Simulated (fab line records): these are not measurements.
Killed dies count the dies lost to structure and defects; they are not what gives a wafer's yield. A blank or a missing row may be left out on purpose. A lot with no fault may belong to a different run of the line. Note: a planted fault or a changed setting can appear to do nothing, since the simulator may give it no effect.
Lot-split experiment | flow rit cmos | 5 lots, 23 wafers read, on a route of 202 steps

SPLIT DETAILS
At RIT_GATE_OXIDATION_05 (target thk 3 nm, ox time 270 s), the setting ox time s was moved away from the recipe's 270 s on 20 of the 23 wafers read, by -11.6% to +10.3%. This setting was run at the recipe's value on the other wafers.

BETWEEN THE SPLIT AND THE READING: the file shows 1 step in between
- RIT_GATE_ANNEAL_06: time 600 s

THE READING
GATE_OXIDE_THK at RIT_GATE_THK_MEAS_07, in nm. Typical for fault-free wafers on this fab line: 2.97 nm, with standard deviation 0.057 nm.

wafer  | tool, chamber at the split | ox time s as run, s | against the recipe | GATE_OXIDE_THK, nm | against lot-mates on the recipe
L075.1 | -, -                       | 297.7               | +10.3%             | 3.27               | no lot-mate on the recipe
L075.2 | -, -                       | 297.7               | +10.3%             | 3.30               | no lot-mate on the recipe
L075.3 | -, -                       | 297.7               | +10.3%             | 3.22               | no lot-mate on the recipe
L075.4 | -, -                       | 297.7               | +10.3%             | 3.19               | no lot-mate on the recipe
L075.6 | -, -                       | 297.7               | +10.3%             | 3.27               | no lot-mate on the recipe
L076.2 | -, -                       | 258.1               | -4.4%              | 2.87               | no lot-mate on the recipe
L076.3 | -, -                       | 258.1               | -4.4%              | 2.81               | no lot-mate on the recipe
L076.4 | -, -                       | 258.1               | -4.4%              | 2.82               | no lot-mate on the recipe
L076.5 | -, -                       | 258.1               | -4.4%              | 2.86               | no lot-mate on the recipe
L076.6 | -, -                       | 258.1               | -4.4%              | 2.85               | no lot-mate on the recipe
L078.1 | -, -                       | 291.3               | +7.9%              | 3.12               | no lot-mate on the recipe
L078.2 | -, -                       | 291.3               | +7.9%              | 3.21               | no lot-mate on the recipe
L078.3 | -, -                       | 291.3               | +7.9%              | 3.20               | no lot-mate on the recipe
L078.4 | -, -                       | 291.3               | +7.9%              | 3.18               | no lot-mate on the recipe
L078.6 | -, -                       | 291.3               | +7.9%              | 3.18               | no lot-mate on the recipe
L083.1 | -, -                       | 238.6               | -11.6%             | 2.63               | no lot-mate on the recipe
L083.3 | -, -                       | 238.6               | -11.6%             | 2.71               | no lot-mate on the recipe
L083.4 | -, -                       | 238.6               | -11.6%             | 2.67               | no lot-mate on the recipe
L083.5 | -, -                       | 238.6               | -11.6%             | 2.60               | no lot-mate on the recipe
L083.6 | -, -                       | 238.6               | -11.6%             | 2.63               | no lot-mate on the recipe
L085.2 | furnace-01, 0              | 270                 | recipe             | 3.07               | -
L085.5 | furnace-01, 0              | 270                 | recipe             | 3.03               | -
L085.6 | furnace-01, 0              | 270                 | recipe             | 3.03               | -

THE FIT
A straight line over all 23 wafers: GATE_OXIDE_THK changes by +0.0274 nm for each +1% of ox time s; r = +0.98; the points scatter about the line by 0.044 nm.
Too few moved wafers have a lot-mate on the recipe to fit a line with each lot's own level taken away.

THE WHOLE CHAIN: every reading that the file lists as answering this split, in the file's order
step                  | what it does                   | reading                                                                           | change (the file's fit)                | r (the file's)
RIT_GATE_OXIDATION_05 | target thk 3 nm, ox time 270 s | SiO2_of_GATE_OXIDATION_05.thk nm (the simulator's own value, which no gauge read) | +0.0255 nm for each +1% of the setting | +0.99
RIT_GATE_THK_MEAS_07  |                                | GATE_OXIDE_THK                                                                    | +0.0272 for each +1% of the setting    | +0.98

THE FILE'S OWN FIT
GATE_OXIDE_THK changes by +0.0272 nm for each +1% of ox time s, r = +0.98.
